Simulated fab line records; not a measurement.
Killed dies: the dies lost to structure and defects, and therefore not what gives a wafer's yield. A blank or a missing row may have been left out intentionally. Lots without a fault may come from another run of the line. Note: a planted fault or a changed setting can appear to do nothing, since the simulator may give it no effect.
Split-lot experiment ; flow berkeley_cmos170 ; 27 wafers read across 5 lots, on a route 331 steps long

## SPLIT DETAILS
At UCB170_V2_CVD_00 (deposits SiO2 from TEOS/O2, target thk 2000 nm, time 250 s), the setting time_s was moved away from the recipe's 250 s on 12 of the 27 wafers read, by -19.0% to +55.1%. The other wafers ran this setting at the recipe's value.

Between the split and the reading, the file records no step.

## THE READING
Values of V2_TEOS_THK in nm from UCB170_V2_THK_MEAS_01. A value of 1986 nm with a standard deviation of 27 nm is what fault-free wafers of this fab line usually give.

wafer;tool, chamber at the split;time_s as run, s;against the recipe;V2_TEOS_THK, nm;against lot-mates on the recipe
L076.1;pecvd-02, 1;250;recipe;1979;-
L076.2;pecvd-02, 0;381.3;+52.5%;3030;+1041
L076.3;pecvd-02, 2;381.3;+52.5%;3009;+1020
L076.4;pecvd-02, 0;250;recipe;2013;-
L076.5;pecvd-02, 1;381.3;+52.5%;3046;+1057
L076.6;pecvd-02, 2;250;recipe;1974;-
L075.1;pecvd-04, 2;202.4;-19.0%;1630;-364
L075.2;pecvd-04, 1;202.4;-19.0%;1613;-381
L075.3;pecvd-04, 0;250;recipe;1955;-
L075.4;pecvd-04, 2;202.4;-19.0%;1628;-366
L075.5;pecvd-04, 0;250;recipe;2009;-
L075.6;pecvd-04, 1;250;recipe;2019;-
L078.1;pecvd-02, 0;363;+45.2%;2873;+891
L078.2;pecvd-02, 2;250;recipe;1974;-
L078.3;pecvd-02, 1;250;recipe;1977;-
L078.4;pecvd-02, 2;250;recipe;1996;-
L078.5;pecvd-02, 0;363;+45.2%;2922;+940
L078.6;pecvd-02, 1;363;+45.2%;2913;+931
L077.1;pecvd-03, 1,0;250;recipe;2009;-
L077.2;pecvd-03, 2;250;recipe;1993;-
L077.6;pecvd-03, 1,0;250;recipe;2011;-
L082.1;pecvd-02, 1;387.7;+55.1%;3027;+1052
L082.2;pecvd-02, 0;387.7;+55.1%;3033;+1058
L082.3;pecvd-02, 2;250;recipe;1949;-
L082.4;pecvd-02, 1;250;recipe;1986;-
L082.5;pecvd-02, 2;250;recipe;1990;-
L082.6;pecvd-02, 0;387.7;+55.1%;3098;+1123
When a row names more than one chamber, that row covers several wafers, and the file does not tell which wafer ran in which chamber.

THE FIT
A straight line over all 27 wafers: V2_TEOS_THK changes by +19.7 nm for each +1% of time_s; r = +1.00; the points scatter about the line by 24 nm.
The same after taking each lot's own level away (the mean of its wafers on the recipe; 27 wafers): +19.8 nm for each +1%; r = +1.00; scatter 22 nm.
On that fit, the largest move of time_s shifts the reading by 1.1e+03 nm.
From 1975.0 to 2004.3 nm: that is the span of the lots' own levels, equal to 1.1 times the standard deviation above.
So the lot-to-lot level changes the slope little: the two slopes agree.
Check: for one of the wafers moved furthest among these (+55.1%), held out of the fit, the line's prediction against its lot-mates is +1.1e+03 nm. It came out at +1.05e+03 nm against them.

## FURTHER SPLITS ON THESE WAFERS
Other splits were also applied to these wafers ahead of the reading. Each is held against what the fit with the lots' levels taken away leaves over:
other split on the same wafers;wafers away from the commonest value;r with V2_TEOS_THK (lot level and that fit taken away)
UCB170_ZERO_ETCH_06 target_depth_a;6;+0.10
UCB170_V1_CVD_00 time_s;6;-0.37

## THE WHOLE CHAIN: every reading that the file lists as answering this split, in the file's order
step;what it does;reading;change (the file's fit);r (the file's)
UCB170_V2_CVD_00;deposits SiO2 from TEOS/O2, target thk 2000 nm, time 250 s;SiO2_of_V2_CVD_00.thk_nm (the simulator's own value, which no gauge read);+19.8 nm for each +1% of the setting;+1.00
UCB170_V2_THK_MEAS_01;;V2_TEOS_THK;+19.8 for each +1% of the setting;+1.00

## THE FILE'S OWN FIT
V2_TEOS_THK changes by +19.8 nm for each +1% of time_s, r = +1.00.
